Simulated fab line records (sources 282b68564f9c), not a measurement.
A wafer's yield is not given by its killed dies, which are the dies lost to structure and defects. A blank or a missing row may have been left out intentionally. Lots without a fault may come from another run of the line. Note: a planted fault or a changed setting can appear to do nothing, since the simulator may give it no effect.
Split-lot experiment -- flow rit-cmos -- 5 lots, 23 wafers read, on a route of 202 steps

## ON THE SPLIT
At RIT_NLDD_COAT_01 (resist thk 1000 nm), the setting spin-rpm was moved away from the recipe's 3250 rpm on 6 of the 23 wafers read, by -2.8% to +7.3%. This setting was run at the recipe's value on the other wafers.

No step appears in the file between the split and the reading.

## THE READING
NOVOLAK_of_NLDD_COAT_01.thk-nm (the simulator's own value, which no gauge read), in nm, at RIT_NLDD_HARDBAKE_07 (time 60 s). The file does not state a usual value for it. Average 884.7 nm, standard deviation 3.4 nm, over the 17 wafers here run with the recipe.

wafer,"tool, chamber at the split","spin-rpm as run, rpm",against the recipe,"NOVOLAK_of_NLDD_COAT_01.thk-nm, nm",against lot-mates on the recipe
L074.1,"litho-track-03, 0",3250,recipe,881.9,-
L074.2,"litho-track-03, 0",3250,recipe,883.9,-
L074.3,"litho-track-03, 0",3250,recipe,882.7,-
L074.4,"litho-track-03, 0",3250,recipe,881.6,-
L074.5,"litho-track-03, 0",3250,recipe,884.7,-
L075.1,"litho-track-02, 0",3160,-2.8%,892.5,+11.4
L075.2,"litho-track-02, 0",3250,recipe,881,-
L075.4,"litho-track-02, 0",3160,-2.8%,894.5,+13.4
L075.5,"litho-track-02, 0",3250,recipe,880.8,-
L075.6,"litho-track-02, 0",3250,recipe,881.6,-
L076.2,"litho-track-03, 0",3487,+7.3%,858.9,-29.5
L076.3,"litho-track-03, 0",3250,recipe,892.7,-
L076.4,"litho-track-03, 0",3487,+7.3%,859.9,-28.5
L076.5,"litho-track-03, 0",3250,recipe,886.2,-
L076.6,"litho-track-03, 0",3250,recipe,886.3,-
L080.1,"litho-track-03, 0",3250,recipe,889.2,-
L080.2,"litho-track-03, 0",3250,recipe,887.5,-
L080.4,"litho-track-03, 0",3250,recipe,889.1,-
L084.1,"litho-track-02, 0",3358,+3.3%,865.1,-18.7
L084.2,"litho-track-02, 0",3358,+3.3%,871.3,-12.5
L084.4,"litho-track-02, 0",3250,recipe,880.7,-
L084.5,"litho-track-02, 0",3250,recipe,886.2,-
L084.6,"litho-track-02, 0",3250,recipe,884.6,-

THE FIT
A straight line over all 23 wafers: NOVOLAK_of_NLDD_COAT_01.thk-nm changes by -3.63 nm for each +1% of spin-rpm; r = -0.93; the points scatter about the line by 3.5 nm.
The same after taking each lot's own level away (the mean of its wafers on the recipe; 23 wafers): -4.14 nm for each +1%; r = -0.98; scatter 2 nm.
That fit puts the effect of the largest move of spin-rpm on the reading at 30 nm.
Across the lots, their own levels run from 881.13 to 888.60 nm, a range of 2.2 times the standard deviation given above.
Thus the slope moves with the lot-to-lot level: the two fits are different.
Check: with one of the wafers moved furthest among these (+7.3%) left out of the fit, the line predicts -30.6 nm for it against its lot-mates. It came out at -29.5 nm against them.

## THE OTHER SPLITS THESE WAFERS WENT THROUGH
Note: prior to the reading, these wafers also went through further splits. Each is held against what the fit with the lots' levels taken away leaves over:
other split on the same wafers,wafers away from the commonest value,r with NOVOLAK_of_NLDD_COAT_01.thk-nm (lot level and that fit taken away)
RIT_GATE_STRIP_20 o2-flow-sccm,8,+0.19

## THE WHOLE CHAIN: every reading that the file lists as answering this split, in the file's order
step,what it does,reading,change (the file's fit),r (the file's)
RIT_NLDD_COAT_01,resist thk 1000 nm,"NOVOLAK_of_NLDD_COAT_01.thk-nm (the simulator's own value, which no gauge read)",-5.08 nm for each +1% of the setting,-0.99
RIT_NLDD_HARDBAKE_07,time 60 s,"NOVOLAK_of_NLDD_COAT_01.thk-nm (the simulator's own value, which no gauge read)",-4.14 nm for each +1% of the setting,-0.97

## THE FILE'S OWN FIT
NOVOLAK_of_NLDD_COAT_01.thk-nm changes by -4.14 nm for each +1% of spin-rpm, r = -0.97.
